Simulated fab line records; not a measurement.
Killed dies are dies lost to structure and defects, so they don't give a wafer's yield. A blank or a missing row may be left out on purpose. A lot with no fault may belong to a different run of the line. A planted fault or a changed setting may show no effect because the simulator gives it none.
Split-lot experiment    flow berkeley cmos170    5 lots, 23 wafers read, on a route of 331 steps

THE SPLIT ITSELF
At UCB170_M1_SPUTTER_00 (material Al, target thk 600 nm, time 80 s), the setting power w was moved away from the recipe's 6000 W on 9 of the 23 wafers read, by -10.8% to +6.5%. This setting was run at the recipe's value on the other wafers.

FROM THE SPLIT TO THE READING: what the file shows between them, 6 steps
- UCB170_M1_RS_MEAS_01: measures by four-point-probe
- UCB170_M1_THK_MEAS_02: measures by xrf
- UCB170_M1_EXPOSE_06: exposes mask METAL1, target cd 700 nm (also split here: dose mj)
- UCB170_M1_PEB_07
- UCB170_M1_DEVELOP_08: develop time 45 s
- UCB170_M1_ETCH_11: etches BARC in N2/H2

THE READING
oes product au, in a.u., at UCB170_M1_METAL_ETCH_12 (etches Al in Cl2/BCl3, stops on PSG, target depth 780 nm, time 130 s). A value of 0.864 a.u. with a standard deviation of 0.016 a.u. is what fault-free wafers of this fab line usually give.

wafer   tool, chamber at the split  power w as run, W  against the recipe  oes product au, a.u.  against lot-mates on the recipe
L074.1  pvd sputter-01, -           6000               recipe              0.874                 -
L074.2  pvd sputter-01, -           6000               recipe              0.871                 -
L074.3  pvd sputter-01, -           5350               -10.8%              0.816                 -0.057
L074.4  pvd sputter-01, -           5350               -10.8%              0.815                 -0.058
L074.6  pvd sputter-01, -           5350               -10.8%              0.820                 -0.053
L076.2  pvd sputter-03, -           6000               recipe              0.843                 -
L076.3  pvd sputter-03, -           6000               recipe              0.841                 -
L076.5  pvd sputter-03, -           6000               recipe              0.849                 -
L079.1  pvd sputter-01, -           6000               recipe              0.881                 -
L079.2  pvd sputter-01, -           6392               +6.5%               0.908                 +0.030
L079.3  pvd sputter-01, -           6392               +6.5%               0.913                 +0.035
L079.5  pvd sputter-01, -           6000               recipe              0.875                 -
L079.6  pvd sputter-01, -           6392               +6.5%               0.912                 +0.034
L078.1  pvd sputter-04, -           6000               recipe              0.854                 -
L078.3  pvd sputter-04, -           6000               recipe              0.843                 -
L078.4  pvd sputter-04, -           6000               recipe              0.859                 -
L078.5  pvd sputter-04, -           6000               recipe              0.856                 -
L078.6  pvd sputter-04, -           6000               recipe              0.865                 -
L080.1  pvd sputter-03, -           6000               recipe              0.842                 -
L080.3  pvd sputter-03, -           5721               -4.6%               0.836                 -0.006
L080.4  pvd sputter-03, -           5721               -4.6%               0.810                 -0.032
L080.5  pvd sputter-03, -           5721               -4.6%               0.829                 -0.013
L080.6  pvd sputter-03, -           6000               recipe              0.842                 -

THE FIT
A straight line over all 23 wafers: oes product au changes by +0.00533 a.u. for each +1% of power w; r = +0.87; the points scatter about the line by 0.015 a.u.
The same after taking each lot's own level away (the mean of its wafers on the recipe; 23 wafers): +0.00496 a.u. for each +1%; r = +0.97; scatter 0.0062 a.u.
On that fit, the largest move of power w shifts the reading by 0.054 a.u.
From 0.8420 to 0.8780 a.u.: that is the span of the lots' own levels, equal to 2.3 times the standard deviation above.
So the lot-to-lot level changes the slope little: the two slopes agree.
Check: with one of the wafers moved furthest among these (-10.8%) left out of the fit, the line predicts -0.0521 a.u. for it against its lot-mates. It came out at -0.0565 a.u. against them.

THESE WAFERS: OTHER SPLITS
Other splits were also applied to these wafers ahead of the reading. Each is held against what the fit with the lots' levels taken away leaves over:
other split on the same wafers  wafers away from the commonest value  r with oes product au (lot level and that fit taken away)
UCB170_M1_EXPOSE_06 dose mj     3                                     +0.15

THE WHOLE CHAIN: every reading that the file lists as answering this split, in the file's order
step                     what it does                                                          reading                                                                      change (the file's fit)                    r (the file's)
UCB170_M1_SPUTTER_00     material Al, target thk 600 nm, time 80 s                             Al_of_M1_SPUTTER_00.thk nm (the simulator's own value, which no gauge read)  +5.93 nm for each +1% of the setting       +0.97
UCB170_M1_RS_MEAS_01     measures by four-point-probe                                          M1_AL_RS                                                                     -0.000534 for each +1% of the setting      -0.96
UCB170_M1_THK_MEAS_02    measures by xrf                                                       M1_AL_THK                                                                    +6.13 for each +1% of the setting          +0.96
UCB170_M1_METAL_ETCH_12  etches Al in Cl2/BCl3, stops on PSG, target depth 780 nm, time 130 s  oes product au                                                               +0.00493 a.u. for each +1% of the setting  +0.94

FILE'S OWN FIT
oes product au changes by +0.00493 a.u. for each +1% of power w, r = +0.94.
